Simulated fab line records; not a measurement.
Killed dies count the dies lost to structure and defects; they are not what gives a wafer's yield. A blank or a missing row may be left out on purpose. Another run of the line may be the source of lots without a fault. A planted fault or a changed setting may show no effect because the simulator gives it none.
The tool behind it: which one? | flow rit cmos | Sampling: 14 lots, 42 wafers, 3 of 202 route steps

## WHAT EACH GAUGE READ, for each wafer
RIT_PLDD_TW_MEAS_10. Usual: for PLDD_TW the level is 2348 and the standard deviation is 21.
lot  | measured    | on            | PLDD_TW        | flag
L407 | day 3 00:04 | film metro-02 | 2321 2328 2327 |
L408 | day 3 07:11 | film metro-01 | 2366 2358 2371 |
L409 | day 3 10:53 | film metro-01 | 2356 2356 2365 |
L410 | day 3 13:56 | film metro-02 | 2337 2340 2333 |
L411 | day 4 02:08 | film metro-02 | 2330 2342 2329 |
L414 | day 4 12:49 | film metro-02 | 2329 2342 2337 |
L416 | day 5 07:07 | film metro-02 | 2717 2700 2716 | OFF
L418 | day 5 08:49 | film metro-01 | 2754 2762 2764 | OFF
L424 | day 6 15:11 | film metro-03 | 2335 2332 2335 |
L425 | day 6 19:49 | film metro-01 | 2379 2369 2369 |
L426 | day 7 01:37 | film metro-01 | 2384 2382 2373 |
L428 | day 7 16:52 | film metro-01 | 2366 2367 2370 |
L429 | day 7 20:37 | film metro-02 | 2340 2334 2336 |
L430 | day 7 23:28 | film metro-01 | 2379 2374 2370 |

RIT_SDANNEAL_RS_MEAS_06: a four-point-probe measurement. Usual: for PLDD_RS the level is 178.6 ohm/sq and the standard deviation is 0.46.
lot  | measured    | on            | PLDD_RS (ohm/sq)  | flag
L407 | day 3 06:38 | film metro-01 | 178.4 179.2 179.0 |
L408 | day 3 14:07 | film metro-01 | 178.4 178.5 178.4 |
L409 | day 3 18:49 | film metro-01 | 179.2 179.2 178.7 |
L410 | day 3 20:29 | film metro-02 | 178.1 178.4 177.8 |
L411 | day 4 09:43 | film metro-01 | 178.3 178.6 177.8 |
L414 | day 4 18:56 | film metro-03 | 178.2 178.3 178.4 |
L416 | day 5 13:37 | film metro-03 | 152.5 153.4 152.5 | OFF
L418 | day 5 15:25 | film metro-03 | 152.8 152.6 152.6 | OFF
L424 | day 6 21:24 | film metro-01 | 178.9 178.6 178.9 |
L425 | day 7 02:13 | film metro-02 | 178.8 178.8 178.8 |
L426 | day 7 08:02 | film metro-01 | 178.2 178.3 178.2 |
L428 | day 7 22:58 | film metro-02 | 178.9 178.7 179.0 |
L429 | day 8 02:56 | film metro-02 | 178.4 178.3 178.0 |
L430 | day 8 06:30 | film metro-03 | 178.2 178.1 177.6 |

## EACH LOT AND THE TOOL THAT RAN IT (in order: tool; ch and the chambers of the sampled wafers; start)
lot  | RIT_PLDD_IMPLANT_08
L407 | implanter-03 ch 0, day 2 23:46
L408 | implanter-03 ch 0, day 3 06:52
L409 | implanter-03 ch 0, day 3 10:34
L410 | implanter-03 ch 0, day 3 13:36
L411 | implanter-04 ch 0, day 4 01:49
L414 | implanter-04 ch 0, day 4 12:30
L416 | implanter-03 ch 0, day 5 06:50
L418 | implanter-03 ch 0, day 5 08:30
L424 | implanter-01 ch 0, day 6 14:53
L425 | implanter-01 ch 0, day 6 19:29
L426 | implanter-01 ch 0, day 7 01:18
L428 | implanter-01 ch 0, day 7 16:33
L429 | implanter-01 ch 0, day 7 20:17
L430 | implanter-01 ch 0, day 7 23:08
- RIT_PLDD_IMPLANT_08

## AS READ BY THE TOOLS THEMSELVES (means over the sampled wafers that have a number; for cases with no such wafer, the mark the record gives instead)
RIT_PLDD_IMPLANT_08. Usual: dose ions cm2 8.999e+14, standard deviation 9.7e+11; end station pressure torr 7.3e-06 Torr, standard deviation 3.8e-07; faraday current uA 2830, standard deviation 60.
lot  | tool         | dose ions cm2 | end station pressure torr (Torr) | faraday current uA | flag
L407 | implanter-03 | 8.993e+14     | 7.1e-06                          | 2766               |
L408 | implanter-03 | 9.003e+14     | 7.4e-06                          | 2893               |
L409 | implanter-03 | 8.999e+14     | 7.3e-06                          | 2793               |
L410 | implanter-03 | 9.006e+14     | 7.5e-06                          | 2887               |
L411 | implanter-04 | 9.001e+14     | 7.1e-06                          | 2796               |
L414 | implanter-04 | 8.997e+14     | 7.1e-06                          | 2824               |
L416 | implanter-03 | 1.740e+15     | 9.5e-06                          | 5504               | OFF
L418 | implanter-03 | 1.741e+15     | 9.4e-06                          | 5451               | OFF
L424 | implanter-01 | 8.999e+14     | 7.2e-06                          | 2805               |
L425 | implanter-01 | 8.990e+14     | 6.9e-06                          | 2732               |
L426 | implanter-01 | 8.992e+14     | 7.1e-06                          | 2810               |
L428 | implanter-01 | 8.996e+14     | 6.9e-06                          | 2831               |
L429 | implanter-01 | 8.991e+14     | 7.5e-06                          | 2844               |
L430 | implanter-01 | 9.004e+14     | 7.3e-06                          | 2878               |

## THE ANSWER, worked out from the rows above alone
Rule: lot off if the mean of its wafers having a number is beyond 3 standard deviations from the usual mean. Also off: a lot with no number at a reading for which 4 or more lots have one. Any other lot the step has rows for is counted as sound. After the gauges, taken in route order, come the tools' own readings; for these a lot's mean is taken, as printed above. At the first step where some lot is off, the reading lying furthest off is the one used; lots without a number count as furthest.
Off: L416, L418, seen at RIT_PLDD_TW_MEAS_10 (PLDD_TW).
A tool fits if, at a process step before that reading, it ran every lot that is off, and no sound lot after the first of them. The gauges at RIT_PLDD_TW_MEAS_10 aren't tried: what is off there is off at RIT_SDANNEAL_RS_MEAS_06 too, on other tools, and a gauge's error can't cause that. One fits: RIT_PLDD_IMPLANT_08 on implanter-03. Its last sound lot is L410 (day 3 13:36), its first lot that is off L416 (day 5 06:50): a fault that began between those two fits.
The tool's own readings at RIT_PLDD_IMPLANT_08 bear it out: on the lots that are off they differ by more than 5 times the standard deviation of the sound lots' means. dose ions cm2 reads 1.740e+15 there against 8.998e+14 on the sound lots; end station pressure torr reads 9.4e-06 Torr there against 7.2e-06 Torr on the sound lots; faraday current uA reads 5478 there against 2822 on the sound lots.

## WHAT THE SIMULATOR HAD INSERTED
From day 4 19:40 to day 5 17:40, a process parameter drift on implanter-03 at RIT_PLDD_IMPLANT_08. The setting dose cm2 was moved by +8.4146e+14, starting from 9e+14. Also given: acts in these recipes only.
Shown lots that were struck: L416, L418. The rule given above showed the same thing.
